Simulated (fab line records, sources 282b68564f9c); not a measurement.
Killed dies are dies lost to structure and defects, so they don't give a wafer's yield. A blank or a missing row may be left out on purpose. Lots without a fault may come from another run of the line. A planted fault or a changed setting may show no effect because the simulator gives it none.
Which tool did it? | flow rit_cmos | 12 lots, 36 wafers sampled, at 3 steps of a route of 202

WHAT THE GAUGES READ, wafer by wafer
RIT_SILICIDE_RS_MEAS_02: measures by four-point-probe.
lot  | measured    | on            | SILICIDE_TI_RS (ohm/sq)
L439 | day 3 01:31 | film_metro-01 | 46.3 46.4 46.5
L440 | day 3 07:43 | film_metro-01 | 47.8 47.3 47.7
L441 | day 3 12:36 | film_metro-03 | 47.7 47.6 47.8
L444 | day 4 02:37 | film_metro-03 | 58.8 48.3 47.8
L453 | day 6 00:39 | film_metro-03 | 47.4 46.8 47.2
L455 | day 6 10:14 | film_metro-04 | 48.1 48.4 48.2
L457 | day 6 20:04 | film_metro-03 | 46.6 46.2 46.5
L458 | day 7 01:48 | film_metro-04 | 48.1 47.8 48.5
L459 | day 7 06:41 | film_metro-04 | 47.3 46.7 47.4
L460 | day 7 10:48 | film_metro-04 | 47.8 48.0 47.9
L461 | day 7 15:40 | film_metro-03 | 46.6 46.7 46.3
L462 | day 7 20:13 | film_metro-01 | 46.8 47.9 47.7

RIT_SILICIDE_THK_MEAS_03: measures by xrf.
lot  | measured    | on            | SILICIDE_TI_THK (nm)
L439 | day 3 01:37 | film_metro-01 | 31.2 31.0 31.0
L440 | day 3 07:48 | film_metro-01 | 30.3 30.8 30.5
L441 | day 3 12:43 | film_metro-03 | 30.4 30.6 30.5
L444 | day 4 02:44 | film_metro-03 | 25.7 30.1 30.3
L453 | day 6 00:45 | film_metro-03 | 30.8 31.0 30.9
L455 | day 6 10:20 | film_metro-04 | 30.2 30.1 30.3
L457 | day 6 20:10 | film_metro-03 | 31.2 31.4 31.2
L458 | day 7 01:55 | film_metro-04 | 30.3 30.5 30.2
L459 | day 7 06:47 | film_metro-04 | 30.9 31.1 30.7
L460 | day 7 10:55 | film_metro-04 | 30.5 30.4 30.4
L461 | day 7 15:47 | film_metro-03 | 31.1 31.0 31.1
L462 | day 7 20:20 | film_metro-01 | 30.9 30.5 30.4

WHICH TOOL RAN EACH LOT (tool, then ch and the chambers of the sampled wafers, then the start)
lot  | RIT_SILICIDE_SPUTTER_01
L439 | pvd_sputter-02, day 3 01:19
L440 | pvd_sputter-03, day 3 07:30
L441 | pvd_sputter-02, day 3 12:27
L444 | pvd_sputter-03, day 4 02:27
L453 | pvd_sputter-01, day 6 00:28
L455 | pvd_sputter-01, day 6 10:02
L457 | pvd_sputter-01, day 6 19:52
L458 | pvd_sputter-03, day 7 01:39
L459 | pvd_sputter-01, day 7 06:31
L460 | pvd_sputter-03, day 7 10:38
L461 | pvd_sputter-01, day 7 15:31
L462 | pvd_sputter-03, day 7 20:04
- RIT_SILICIDE_SPUTTER_01: material Ti, target thk 30 nm, time 240 s.

WHAT THE TOOLS THEMSELVES READ (means of the sampled wafers that have a number; where no wafer has one, the mark that the record gives instead)
RIT_SILICIDE_SPUTTER_01.
lot  | tool           | cathode_dc_power_W (W) | chamber_pressure_pa (Pa) | throttle_valve_pct (%)
L439 | pvd_sputter-02 | 350.00                 | 0.6657                   | 30.6
L440 | pvd_sputter-03 | 350.01                 | 0.6668                   | 28.7
L441 | pvd_sputter-02 | 350.01                 | 0.6659                   | 30.5
L444 | pvd_sputter-03 | 329.56                 | 0.6678                   | 29.3
L453 | pvd_sputter-01 | 350.01                 | 0.6668                   | 29.1
L455 | pvd_sputter-01 | 349.94                 | 0.6673                   | 29.0
L457 | pvd_sputter-01 | 349.99                 | 0.6687                   | 29.1
L458 | pvd_sputter-03 | 349.97                 | 0.6669                   | 29.9
L459 | pvd_sputter-01 | 349.99                 | 0.6668                   | 29.1
L460 | pvd_sputter-03 | 350.01                 | 0.6683                   | 30.4
L461 | pvd_sputter-01 | 349.98                 | 0.6672                   | 29.1
L462 | pvd_sputter-03 | 349.95                 | 0.6664                   | 30.4

THE ANSWER, worked out from the rows above alone
Rule: what is usual is taken from the lots themselves. Put in order of their means at a reading, lots are off if they are a third of the lots or fewer, leave a main group of 4 or more, and stand apart from it by a gap of 3 or more times the standard deviation of the main group's means; of several such gaps the widest counts. A main group whose means are all the same, to the digits that the tables above print for the reading, isn't used. A lot without any number at a reading at which 4 lots or more have one is off too. The other lots that the step has rows for count as sound. The gauges are gone through in route order, then the tools' own readings, and for those a lot's mean is taken as printed above. The first step at which some lot is off is used, and at that step the reading that is off furthest; a lot without a number counts as furthest.
Off: L444, at RIT_SILICIDE_RS_MEAS_02 (SILICIDE_TI_RS). The main group: mean 47.3 ohm/sq, standard deviation 0.63.
A tool fits if, at a process step before that reading, it ran every lot that is off, and no sound lot after the first of them. The gauges at RIT_SILICIDE_RS_MEAS_02 aren't tried: what is off there is off at RIT_SILICIDE_SPUTTER_01 too, on other tools, and a gauge's error can't cause that. None of those tried fits.

WHAT THE SIMULATOR HAD PUT IN
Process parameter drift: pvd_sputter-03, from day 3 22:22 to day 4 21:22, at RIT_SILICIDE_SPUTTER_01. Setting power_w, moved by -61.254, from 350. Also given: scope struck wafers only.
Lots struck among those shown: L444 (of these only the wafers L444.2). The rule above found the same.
